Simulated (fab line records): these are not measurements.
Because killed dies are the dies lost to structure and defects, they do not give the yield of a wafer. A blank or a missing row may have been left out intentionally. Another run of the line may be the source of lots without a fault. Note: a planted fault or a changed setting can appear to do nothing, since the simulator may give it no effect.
Problem report, 8D (eight disciplines) form, completed by code :: flow rit_cmos :: the parts of the form that need people (team, actions taken, sign-off) are left out

1. WHAT WENT WRONG
Mean of chamber_pressure_mTorr at RIT_M1_METAL_ETCH_12: 120.06 mTorr across 2 wafers in 2 lots; on wafers with no fault it is 100.00 mTorr (standard deviation 0.088). That is +99 or more standard deviations from the usual mean.
The step: etches Al in Cl2/BCl3, stops on SiO2, time 165 s, target depth 600 nm.
Seen first at day 4 17:25 on rie_metal-01, wafer L806.2. The record holds 39 wafers of 13 lots with a number at this step. Rule for "out", or "out of limits": more than 4 standard deviations from the usual mean. Any other wafer with a number is counted as sound.

2. WHAT IT IS; WHAT IT IS NOT
question: which readings at this step
is: chamber_pressure_mTorr
is not: drypump_motor_current_A, oes_product_au, throttle_valve_pct

question: which lots
is: L806, L809
is not: L799, L800, L805, L811, L813, L814, L816, L818, L820, L821, L822

question: which wafers of those lots
is: L806.2, L809.3
is not: L806.1, L806.6, L809.4, L809.5

question: read on which tools
is: rie_metal-01
is not: rie_metal-03, rie_metal-04

question: when
is: from day 4 17:25
is not: up to then (11 sound wafers); but 26 sound wafers of L809, L811, L813, L814, L816, L818, L820, L821, L822 came after

3. THE SUSPECTS, EACH WITH WHAT RULES IT OUT
Counting: any tool at a process step up to the reading remains a suspect provided it ran every lot that is out. Sound lots after the first of them don't rule it out here, since some wafers of a struck lot are sound.
- rie_metal-01 at RIT_M1_METAL_ETCH_12 (etches Al in Cl2/BCl3, stops on SiO2, time 165 s, target depth 600 nm): kept. Every lot that is out went through it, the first being L806 (day 4 17:25); the last sound lot it ran before that was L800 (day 3 16:43). Its own chamber_pressure_mTorr readings are out on those wafers.
- Within rie_metal-01 at RIT_M1_METAL_ETCH_12, the wafers that are out were processed in chamber 0 and their sound lot-mates in chamber 1.
Remaining after the count: rie_metal-01 at RIT_M1_METAL_ETCH_12.

4. THE CAUSE (what the simulator had put in)
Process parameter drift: rie_metal-01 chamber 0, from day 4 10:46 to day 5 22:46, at RIT_M1_METAL_ETCH_12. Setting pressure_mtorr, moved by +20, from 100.
After counting, this tool was the only one left.

5. THE EFFECT CHAIN, in route order
Each row: a reading where the mean over the struck wafers with a number is more than 3 standard deviations away from the usual. Scope: only readings with a usual standard deviation given in the record; hours: median across lots of the time from each lot's start at the first step in this table that gives one to its start at this step; sigmas: change in usual standard deviations.
hours: 0
step: RIT_M1_METAL_ETCH_12
reading: chamber_pressure_mTorr
usual: 100.00 mTorr
on struck wafers: 120.06
change: +20.06
sigmas: +99 or more
Process steps it contains:
- RIT_M1_METAL_ETCH_12: etches Al in Cl2/BCl3, stops on SiO2, time 165 s, target depth 600 nm.

6. HOW IT WOULD HAVE BEEN CAUGHT EARLIER
In this record the first reading out of limits was taken at day 4 17:25, 7 hours after the fault began at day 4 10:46.
